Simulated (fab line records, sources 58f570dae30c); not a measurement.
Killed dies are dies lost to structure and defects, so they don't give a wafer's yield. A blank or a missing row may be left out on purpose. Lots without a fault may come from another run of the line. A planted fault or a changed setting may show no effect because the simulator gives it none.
Tool commonality check | flow berkeley_cmos170 | 13 lots, 39 wafers sampled

WHY IT WAS OPENED
At UCB170_PWELL_THK_MEAS_06 the reading PWELL_NITRIDE_THK is flagged on 1 of 13 lots. Wafers without a fault read 220.5 nm, standard deviation 2.4.
Rule: a lot is flagged when every wafer of it that has a number lies more than 4 standard deviations from that mean, or none has a number. The other lots count as sound.

lot  | measured    | on            | PWELL_NITRIDE_THK (nm), wafer by wafer | flag
L262 | day 3 08:21 | film_metro-02 | 216.0 216.1 217.2                      |
L264 | day 3 21:13 | film_metro-01 | 223.0 222.2 223.5                      |
L265 | day 3 21:14 | film_metro-02 | 222.3 221.6 221.7                      |
L263 | day 3 21:14 | film_metro-03 | 221.4 223.6 223.2                      |
L266 | day 4 05:40 | film_metro-01 | 221.0 219.2 221.0                      |
L267 | day 4 05:40 | film_metro-03 | 217.8 217.9 219.3                      |
L271 | day 4 23:41 | film_metro-02 | 139.6 141.4 140.0                      | FLAGGED
L273 | day 5 07:29 | film_metro-02 | 222.6 220.9 221.6                      |
L278 | day 6 13:50 | film_metro-01 | 219.0 220.5 218.9                      |
L279 | day 6 13:50 | film_metro-02 | 222.4 223.1 222.4                      |
L285 | day 7 22:01 | film_metro-01 | 221.9 223.5 222.7                      |
L283 | day 7 22:01 | film_metro-03 | 224.2 223.7 224.4                      |
L284 | day 7 22:05 | film_metro-03 | 220.6 220.5 221.9                      |
The numbers of the flagged lots are 140.3 nm on average: -80.2 nm against the usual, or -33 standard deviations.

WHICH TOOL RAN EACH LOT
The record holds 2 process steps before the reading, out of a route of 331 steps. In each cell: the tool, then ch and the chambers that the sampled wafers went through, then the start.
lot  | flag    | UCB170_ZERO_ETCH_06               | UCB170_PWELL_CVD_05
L262 |         | rie_diel-03 ch 0,1,3, day 1 17:20 | lpcvd-02 ch 1, day 3 05:28
L264 |         | rie_diel-04 ch 1,3, day 2 10:51   | lpcvd-01 ch 1, day 3 19:18
L265 |         | rie_diel-03 ch 2,3, day 2 11:08   | lpcvd-01 ch 0, day 3 19:18
L263 |         | rie_diel-03 ch 0,1,3, day 2 06:23 | lpcvd-01 ch 0, day 3 19:18
L266 |         | rie_diel-04 ch 0,3, day 2 19:49   | lpcvd-01 ch 0, day 4 03:45
L267 |         | rie_diel-01 ch 1,2,3, day 3 00:49 | lpcvd-01 ch 0, day 4 03:45
L271 | FLAGGED | rie_diel-04 ch 1,2,3, day 3 16:00 | lpcvd-01 ch 1, day 4 21:41
L273 |         | rie_diel-01 ch 1,3, day 4 03:01   | lpcvd-02 ch 1, day 5 05:34
L278 |         | rie_diel-03 ch 1,2,3, day 5 05:14 | lpcvd-02 ch 1, day 6 09:32
L279 |         | rie_diel-01 ch 0,1,3, day 5 07:38 | lpcvd-02 ch 0, day 6 09:32
L285 |         | rie_diel-03 ch 2,3, day 6 17:00   | lpcvd-02 ch 1, day 7 20:05
L283 |         | rie_diel-01 ch 0,1,3, day 6 08:24 | lpcvd-02 ch 1, day 7 20:05
L284 |         | rie_diel-01 ch 1,3, day 6 14:41   | lpcvd-02 ch 0, day 7 20:05
What these steps do:
- UCB170_ZERO_ETCH_06: etches SiO2 in CHF3/CF4/Ar, time 12 s.
- UCB170_PWELL_CVD_05: deposits Si3N4 from SiH2Cl2/NH3, target thk 220 nm, time 3300 s.
- UCB170_PWELL_THK_MEAS_06

FLAGGED OVER TOTAL, TOOL BY TOOL (the gauges that took the reading come last)
step                     | tool          | lots run | flagged | share of the flagged lots | sound lots run after its first flagged lot
UCB170_ZERO_ETCH_06      | rie_diel-01   | 5        | 0       | none                      | -
UCB170_ZERO_ETCH_06      | rie_diel-03   | 5        | 0       | none                      | -
UCB170_ZERO_ETCH_06      | rie_diel-04   | 3        | 1       | all                       | 0
UCB170_PWELL_CVD_05      | lpcvd-01      | 6        | 1       | all                       | 0
UCB170_PWELL_CVD_05      | lpcvd-02      | 7        | 0       | none                      | -
UCB170_PWELL_THK_MEAS_06 | film_metro-01 | 4        | 0       | none                      | -
UCB170_PWELL_THK_MEAS_06 | film_metro-02 | 5        | 1       | all                       | 2 (L273,L279)
UCB170_PWELL_THK_MEAS_06 | film_metro-03 | 4        | 0       | none                      | -

WHAT THE TABLE ALLOWS
3 rows of the table ran every flagged lot: rie_diel-04 at UCB170_ZERO_ETCH_06, lpcvd-01 at UCB170_PWELL_CVD_05, film_metro-02 at UCB170_PWELL_THK_MEAS_06.
- rie_diel-04 at UCB170_ZERO_ETCH_06: 1 of its 3 lots flagged. Its last sound lot is L266 (day 2 19:49), its first flagged lot L271 (day 3 16:00): a fault that began between those two fits.
- lpcvd-01 at UCB170_PWELL_CVD_05: 1 of its 6 lots flagged. Its last sound lot is L266 (day 4 03:45), its first flagged lot L271 (day 4 21:41): a fault that began between those two fits.
- film_metro-02 at UCB170_PWELL_THK_MEAS_06: 1 of its 5 lots flagged. Sound lots ran on it after the first flagged one (L273, L279), which a lasting fault on the whole tool wouldn't allow.
Counting lots can't tell these 2 tools apart, because each fits a fault that began at some hour. More lots, or a look at what each step does to the wafer, might.

WHAT THE SIMULATOR HAD PUT IN
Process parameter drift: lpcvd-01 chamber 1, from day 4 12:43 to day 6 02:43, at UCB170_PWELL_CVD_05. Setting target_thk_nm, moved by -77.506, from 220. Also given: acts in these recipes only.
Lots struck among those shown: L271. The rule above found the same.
